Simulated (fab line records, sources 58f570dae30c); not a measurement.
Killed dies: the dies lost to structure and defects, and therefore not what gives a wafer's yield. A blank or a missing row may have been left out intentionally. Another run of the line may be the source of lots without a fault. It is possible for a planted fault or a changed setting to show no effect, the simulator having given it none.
Matching of chambers    flow berkeleyCmos170    UCB170_M3_ETCH_17 on rieDiel-03 has 3 sister chambers
The step etches BARC in N2/H2. 14 wafers are shown with their chamber, then 6 later ones without.

## WAFERS, EACH WITH ITS CHAMBER
wafer   chamber  oesProductAu (a.u.)  throttleValvePct (%)  h2FlowSccm (sccm)
L556.3  1        0.976                13.19                 200.7
L556.4  2        0.972                13.28                 199.9
L556.6  2        0.962                13.27                 199.4
L557.1  2        0.976                13.27                 199.1
L557.3  1        0.974                13.16                 200.1
L557.5  2        0.980                13.27                 199.1
L559.1  2        0.974                13.27                 200.2
L559.4  3        1.030                13.23                 200.8
L559.6  1        0.976                13.18                 199.2
L561.1  3        1.031                13.25                 200.4
L561.4  3        1.030                13.24                 201.2
L561.6  2        0.983                13.27                 198.5
L558.2  3        1.030                13.22                 200.2
L558.5  1        0.981                13.17                 200.2

SIGNATURES (means of the wafers above)
reading           chamber 1  chamber 2  chamber 3  scatter within a chamber
oesProductAu      0.97675    0.97450    1.03025    0.00518
throttleValvePct  13.1750    13.2717    13.2350    0.00992
h2FlowSccm        200.050    199.367    200.650    0.575
Rule: for a wafer and a chamber, the distance is found by dividing, reading by reading, the gap between the wafer's reading and the chamber's mean by the reading's scatter, squaring, summing and taking the root. The wafer belongs to the nearest chamber; if the next one is less than 2 further off, it can't be placed. The scatter: take each reading less its chamber's mean, square it, sum over the shown wafers, divide by the number of wafers less the number of chambers, and take the root.

## WAFERS WITH NO CHAMBER GIVEN
wafer   oesProductAu (a.u.)  throttleValvePct (%)  h2FlowSccm (sccm)
L558.6  1.025                13.24                 200.0
L560.4  0.974                13.27                 200.0
L560.5  0.990                13.16                 200.5
L560.6  0.975                13.27                 199.5
L575.2  1.018                13.24                 201.5
L575.5  1.014                13.24                 200.1

## WHICH CHAMBER EACH WENT THROUGH
wafer   from the rows above  in truth
L558.6  3                    3
L560.4  2                    2
L560.5  1                    1
L560.6  2                    2
L575.2  3                    3
L575.5  3                    3
Correctly placed: 6 of 6. Not placeable from these rows: 0. 0 placed wrongly.
